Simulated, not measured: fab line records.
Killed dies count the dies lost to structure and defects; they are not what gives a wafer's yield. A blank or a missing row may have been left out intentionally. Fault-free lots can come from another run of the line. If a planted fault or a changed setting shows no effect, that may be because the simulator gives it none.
A lot that was struck, set against a sound lot | flow rit-cmos | 34 steps out of a route of 202
Sound: these wafers, L698.4, L698.5, L698.6. Wafers L706.1, L706.4, L706.5 were the ones struck. The cause is named last.
Per side, at each step with rows, come the tool, then ch with its chambers, and then its first start. Under that, the readings that differ: sound wafers | struck wafers | difference of the means | sigmas: that difference in standard deviations of wafers without a fault.
alike: readings with means less than 2 such deviations apart, plus words and numbers identical on both sides. not compared: withheld readings, readings lacking a value on some wafer, bounds such as >300 that could conceal the same value, and numbers that have no deviation in the record and whose values overlap.
A row with sigmas, a row that says differs or no value, or rows on one side alone: a step with any of these is where the two part. Numbers that have no deviation but don't overlap get no sigmas and don't part them. A reading that every wafer of one side lacks parts them only if that side has two wafers or more.

first, 2 steps without rows for these wafers: RIT_SPACER_CLEAN_02 (cleans in SC2, time 600 s); RIT_SPACER_CVD_03 (deposits Si3N4 from SiH2Cl2/NH3, target thk 250 nm, time 3300 s).
RIT_SPACER_THK_MEAS_04:
  struck on film-metro-01, day 6 15:07; sound on film-metro-04, day 5 05:07
  alike: SPACER_NITRIDE_THK
RIT_SPACER_ETCHBACK_05: etches Si3N4 in SF6/CHF3, stops on SiO2, target depth 250 nm, time 240 s.
  sound on rie-diel-01 ch 0,1,3, day 5 05:08; struck on rie-diel-03 ch 0,1, day 6 15:10
  alike: SF6_flow_sccm, drypump-motor-current-A, oes-product-au, throttle-valve-pct
  not compared: rf-hours-counter-h
then, 6 steps without rows for these wafers: RIT_NSD_HMDS_00 (prime time 60 s); RIT_NSD_COAT_01 (resist thk 1000 nm); RIT_NSD_SOFTBAKE_02 (time 60 s); RIT_NSD_EXPOSE_03 (exposes mask M9, target cd 40700 nm); RIT_NSD_PEB_04; RIT_NSD_DEVELOP_05 (develop time 50 s).
RIT_NSD_OVL_MEAS_06:
  struck on overlay-02, day 6 16:10; sound on overlay-01, day 5 06:17
  alike: NSD_OVL
then, 1 step without rows for these wafers: RIT_NSD_HARDBAKE_07 (time 60 s).
RIT_NSD_IMPLANT_08:
  sound on implanter-03 ch 0, day 5 06:31; struck on implanter-03 ch 0, day 6 16:22
  reading            | sound                           | struck                        | difference | sigmas
  dose-ions-cm2      | 9.998e+14 1.0012e+15 1.0015e+15 | 7.129e+14 7.123e+14 7.127e+14 | -2.882e+14 | -99 or more
  faraday-current-uA | 3179 3154 3126                  | 2281 2247 2216                | -905       | -15
RIT_NSD_STRIP_09: strips in O2, time 180 s.
  sound on plasma-asher-02 ch 0,1, day 5 06:40; struck on plasma-asher-02 ch 0, day 6 16:31
  alike: drypump-motor-current-A
  not compared: rf-hours-counter-h
RIT_NSD_TW_MEAS_10:
  struck on film-metro-02, day 6 16:41; sound on film-metro-04, day 5 06:48
  reading | sound          | struck         | difference | sigmas
  NSD_TW  | 3097 3109 3107 | 2854 2827 2840 | -264       | -7
then, 6 steps without rows for these wafers: RIT_PSD_HMDS_00 (prime time 60 s); RIT_PSD_COAT_01 (resist thk 1000 nm); RIT_PSD_SOFTBAKE_02 (time 60 s); RIT_PSD_EXPOSE_03 (exposes mask M10, target cd 40900 nm); RIT_PSD_PEB_04; RIT_PSD_DEVELOP_05 (develop time 50 s).
RIT_PSD_OVL_MEAS_06:
  struck on overlay-02, day 6 17:41; sound on overlay-02, day 5 07:50
  alike: PSD_OVL
then, 2 steps without rows for these wafers: RIT_PSD_HARDBAKE_07 (time 60 s); RIT_PSD_IMPLANT_08.
RIT_PSD_STRIP_09: strips in O2, time 180 s.
  sound on plasma-asher-03 ch 0,1, day 5 08:12; struck on plasma-asher-02 ch 0,1, day 6 18:01
  alike: drypump-motor-current-A
  not compared: rf-hours-counter-h
RIT_PSD_TW_MEAS_10:
  struck on film-metro-02, day 6 18:12; sound on film-metro-04, day 5 08:21
  alike: PSD_TW
then, 3 steps without rows for these wafers: RIT_SDANNEAL_CLEAN_00 (cleans in SC1, time 600 s); RIT_SDANNEAL_CLEAN_01 (cleans in dHF, time 30 s); RIT_SDANNEAL_CLEAN_02 (cleans in SC2, time 600 s).
RIT_SDANNEAL_RTA_03: time 5 s.
  sound on rtp-anneal-01 ch 0, day 5 08:50; struck on rtp-anneal-01 ch 0, day 6 18:38
  alike: wafer_temp_C_max
RIT_SDANNEAL_RS_MEAS_04: measurement is done with a four-point probe.
  struck on film-metro-04, day 6 18:41; sound on film-metro-04, day 5 08:58
  alike: PSD_RS
RIT_SDANNEAL_RS_MEAS_05: measurement is done with a four-point probe.
  struck on film-metro-04, day 6 18:48; sound on film-metro-04, day 5 09:05
  reading         | sound          | struck            | difference | sigmas
  NSD_RS (ohm/sq) | 84.7 84.8 85.1 | 109.3 109.8 109.9 | +24.8      | +78
RIT_SDANNEAL_RS_MEAS_06: measurement is done with a four-point probe.
  struck on film-metro-04, day 6 18:55; sound on film-metro-04, day 5 09:12
  alike: PLDD_RS
RIT_M1_PROBE_99:
  struck on prober-02, day 7 02:33; sound on prober-02, day 5 16:38
  reading                                   | sound                | struck               | difference | sigmas
  model.etest.nmos_0p3.r-on-ohm-um          | 2221 2148 2166       | 2332 2369 2403       | +190       |
  model.etest.nmos_0p15.r-on-ohm-um         | 1181 1107 1133       | 1222 1258 1278       | +112       |
  model.etest.contact-nplus.end-ohm-um      | 42.98 40.62 41.23    | 66.88 68.05 66.58    | +25.56     |
  model.etest.nmos_0p15.drive-ua-um         | 455.3 471.5 472.9    | 426.8 431.9 413.9    | -42.4      |
  model.etest.nmos-narrow.drive-ua-um       | 221.5 231.8 225.8    | 201 199.8 196.4      | -27        |
  model.etest.nmos_0p3.drive-ua-um          | 221.4 225 221.2      | 199.3 204 195.6      | -22.9      |
  model.etest.nmos_0p15.tox-inv-nm (nm)     | 4.451 4.538 4.529    | 4.939 4.814 4.912    | +0.382     |
  model.etest.nmos_0p15.junction-log10-a-um | -13.62 -13.52 -13.58 | -13.34 -13.25 -13.27 | +0.29      |
  alike: killed-at-contacts, killed-at-front-end, killed-dies, killed-open, killed-short

## WHERE THEY PART
First at RIT_NSD_IMPLANT_08; last, within this record, at RIT_SDANNEAL_RS_MEAS_05. Later steps at which nothing parts them and some readings are alike: RIT_SDANNEAL_RS_MEAS_06, RIT_M1_PROBE_99.

WHY: what the simulator had put in
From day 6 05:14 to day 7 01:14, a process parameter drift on implanter-03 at RIT_NSD_IMPLANT_08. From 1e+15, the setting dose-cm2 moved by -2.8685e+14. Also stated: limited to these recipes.
